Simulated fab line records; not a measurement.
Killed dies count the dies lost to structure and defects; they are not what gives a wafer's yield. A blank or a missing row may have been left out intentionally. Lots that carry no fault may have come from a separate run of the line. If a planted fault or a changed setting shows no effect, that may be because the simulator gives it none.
fab line records | flow rit-cmos
[record] lots = 15 wafers = 45 last-day = 6
route steps=202 shown M1@191
lots that met no fault: taken from a fault-free run of the same line
start-h: the number of hours between the record's first day and the start of the first shown wafer of the lot | wait-h: hours since the lot's step before | " same as the row above | L1.1+2: one row covering several wafers at once | - either no value or no given start | * or withheld: withheld | < > ~ a bound
route shown NAME@n: a module of which the file shows steps, and the number in the route of the first | usual: mean/standard deviation of fault-free wafers | same: alike in all rows | chamber/n: place in a boat | sites: each site's reading | _std_site: standard deviation across them | _edge_site: outer sites' mean less inner sites' | radius-mm: for every site, how far away it sits from the centre of the wafer | mask NAME#n: copy n | behind: tool/chamber where the wafer was last shaped | hold: what put the lot on hold/how long, in hours/how the hold closed | device: names the non-switching transistor (n, p or np) | end of line: the tests these same wafers got at the end of their route | for a step that has no rows: nothing shown but its recipe | killed: dies that structure and defects cost at the first sort, which is not the same as the wafer's yield | map: per-die view of a wafer (x killed, . not killed, _ where there is no die)
set.NAME: setting as actually run; set.NAME@STEP: the setting as run at that earlier step | model.NAME: the simulator's own value behind a step, which no gauge read
a sample of lots followed through the steps of the route, with each step as a table and each wafer as a row
[[steps]]
[step RIT_M1_PEB_07]
[recipe] resist = NOVOLAK temp-c = withheld time-s = withheld
[usual] chill-plate-temp-C = * exhaust-pa = 45.0/0.89
// columns lot.wafer tool chamber start-h wait-h chill-plate-temp-C exhaust-pa
L984.1 litho-track-03 0 59.47 0.1 * 45.0
L984.4 " 0 " " * 45.3
L984.6 " 0 " " * 45.5
L985.2 litho-track-02 0 63.82 0.1 * 44.3
L985.3 " 0 " " * 44.9
L985.4 " 0 " " * 44.4
L986.1 litho-track-01 0 64.99 0.1 * 45.8
L986.2 " 0 " " * 46.7
L986.5 " 0 " " * 45.3
L987.2 litho-track-03 0 70.97 0.1 * 46.0
L987.5 " 0 " " * 46.5
L987.6 " 0 " " * 45.7
L988.2 litho-track-02 0 74.73 0.2 * 45.5
L988.3 " 0 " " * 46.4
L988.4 " 0 " " * 45.9
L989.3 litho-track-01 0 81.01 0.1 * 47.1
L989.4 " 0 " " * 46.0
L989.6 " 0 " " * 44.8
L990.2 litho-track-03 0 84.44 0.1 * 45.3
L990.4 " 0 " " * 43.9
L990.6 " 0 " " * 44.2
L991.1 litho-track-01 0 88.60 0.1 * 45.1
L991.2 " 0 " " * 45.2
L991.4 " 0 " " * 44.8
L994.1 litho-track-02 0 104.35 0.1 * 44.6
L994.3 " 0 " " * 45.0
L994.5 " 0 " " * 44.9
L996.2 litho-track-02 0 113.76 0.2 * 45.0
L996.3 " 0 " " * 45.7
L996.4 " 0 " " * 44.2
L997.2 litho-track-01 0 119.65 0.1 * 44.5
L997.3 " 0 " " * 44.6
L997.4 " 0 " " * 45.7
L999.1 litho-track-01 - 129.84 0.1 - -
L999.2 " - " " - -
L999.5 " - " " - -
L100.1 litho-track-03 - 133.79 0.1 - -
L100.3 " - " " - -
L100.6 " - " " - -
L101.3 litho-track-01 - 141.31 0.1 - -
L101.4 " - " " - -
L101.6 " - " " - -
L102.3 litho-track-03 0 145.39 0.1 * 44.8
L102.5 " 0 " " * 44.9
L102.6 " 0 " " * 46.1
[[key]]
[first-sign] step = RIT_M1_PEB_07 reading = tool-record direction = missing
effect none on later readings
met-at RIT_M1_PEB_07
struck-lots L999,L100,L101
sort-left-out L999.1,L999.2,L999.5,L100.1,L100.3,L100.6,L101.3,L101.4,L101.6
onset-between 119.65 129.84
[fault] kind = skipped-step-whole tool = litho-track-01,litho-track-03 chamber = - onset-h = 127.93 steps = RIT_M1_PEB_07 scope = struck-lots-only
// sort-left-out: the simulated sort isn't trusted on such a fault, so these wafers' sort isn't shown, and their yield isn't known
